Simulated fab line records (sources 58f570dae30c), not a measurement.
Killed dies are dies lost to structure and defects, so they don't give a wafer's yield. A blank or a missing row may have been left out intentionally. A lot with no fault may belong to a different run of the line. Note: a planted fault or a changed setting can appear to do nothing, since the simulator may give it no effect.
Problem report, 8D (eight disciplines) form, completed by code ; flow berkeley-cmos170 ; the parts of the form that need people (team, actions taken, sign-off) are left out

1. THE ISSUE
Wafers free of any fault read 510.7 (standard deviation 2.7) for PVT_TW at UCB170_PVT_TW_MEAS_09, against a mean of 451.0 on 6 wafers of 2 lots. Relative to the usual mean, that is a shift of -22 standard deviations.
Seen first at day 8 17:46 on film-metro-04, wafer L566.4. At this step, 42 wafers from 14 lots have a number in the record. Rule for "out", or "out of limits": more than 4 standard deviations from the usual mean. The rest of the wafers with a number are treated as sound.

2. WHAT IT IS AND WHAT IT IS NOT
question;is;is not
which readings at this step;PVT_TW;-
which lots;L566, L571;L554, L555, L556, L557, L559, L560, L565, L569, L572, L574, L575, L577
which wafers of those lots;all that have a number;-
read on which gauges;film-metro-04;film-metro-01, film-metro-03
when;from day 8 17:46;"up to then (24 sound wafers); but 12 sound wafers of L572, L574, L575, L577 came after"

3. WHAT RULES OUT EACH SUSPECT
Counting: a tool at any process step up to the reading remains a suspect when it ran all the lots that are out and ran no sound lot after the first of those.
- the gauge at UCB170_PVT_TW_MEAS_09 has been ruled out. All the wafers that are out were read on film-metro-04, but those of them that UCB170_PVT_IMPLANT_07 has rows for are out there too, on other tools.
- implanter-01 at UCB170_PVT_IMPLANT_07: kept. It processed each lot that is out, first L566 at day 8 17:33, and no sound lot thereafter; up to then, the last sound lot it processed was L559 at day 7 08:12. Its own readings are out on those wafers: dose-ions-cm2, faraday-current-uA.
The count leaves implanter-01 at UCB170_PVT_IMPLANT_07.

4. THE CAUSE (what the simulator had put in)
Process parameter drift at UCB170_PVT_IMPLANT_07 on implanter-01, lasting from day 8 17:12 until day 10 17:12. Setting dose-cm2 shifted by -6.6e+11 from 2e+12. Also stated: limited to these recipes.
The count eliminated every tool but this one.

5. THE CHAIN OF EFFECTS, in route order
One row per reading whose mean, taken over the struck wafers that have a number, lies over 3 standard deviations from the usual. Scope: only readings with a usual standard deviation given in the record; hours: median across lots of the time from each lot's start at the first step in this table that gives one to its start at this step; sigmas: change in usual standard deviations.
hours;step;reading;usual;on struck wafers;change;sigmas
0;UCB170_PVT_IMPLANT_07;dose-ions-cm2;1.9996e+12;1.3396e+12;-6.6005e+11;-99 or more
0;UCB170_PVT_IMPLANT_07;faraday-current-uA;6.33;4.25;-2.08;-16
0;UCB170_PVT_TW_MEAS_09;PVT_TW;510.7;451.0;-59.7;-22
Its process steps:
- UCB170_PVT_IMPLANT_07

6. HOW IT WOULD HAVE BEEN CAUGHT EARLIER
In this record the first reading out of limits at a measuring or inspecting step was taken at day 8 17:46, 1 hour after the fault began at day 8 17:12.
Tool's own readings at UCB170_PVT_IMPLANT_07, dose-ions-cm2, faraday-current-uA: out on all struck wafers the step has rows for; an alarm limit on them would have tripped on the first.
Among the 2 lots that are out, L571 began UCB170_PVT_IMPLANT_07 on implanter-01 after day 8 17:46. Putting the tool on hold at that point would have spared it.
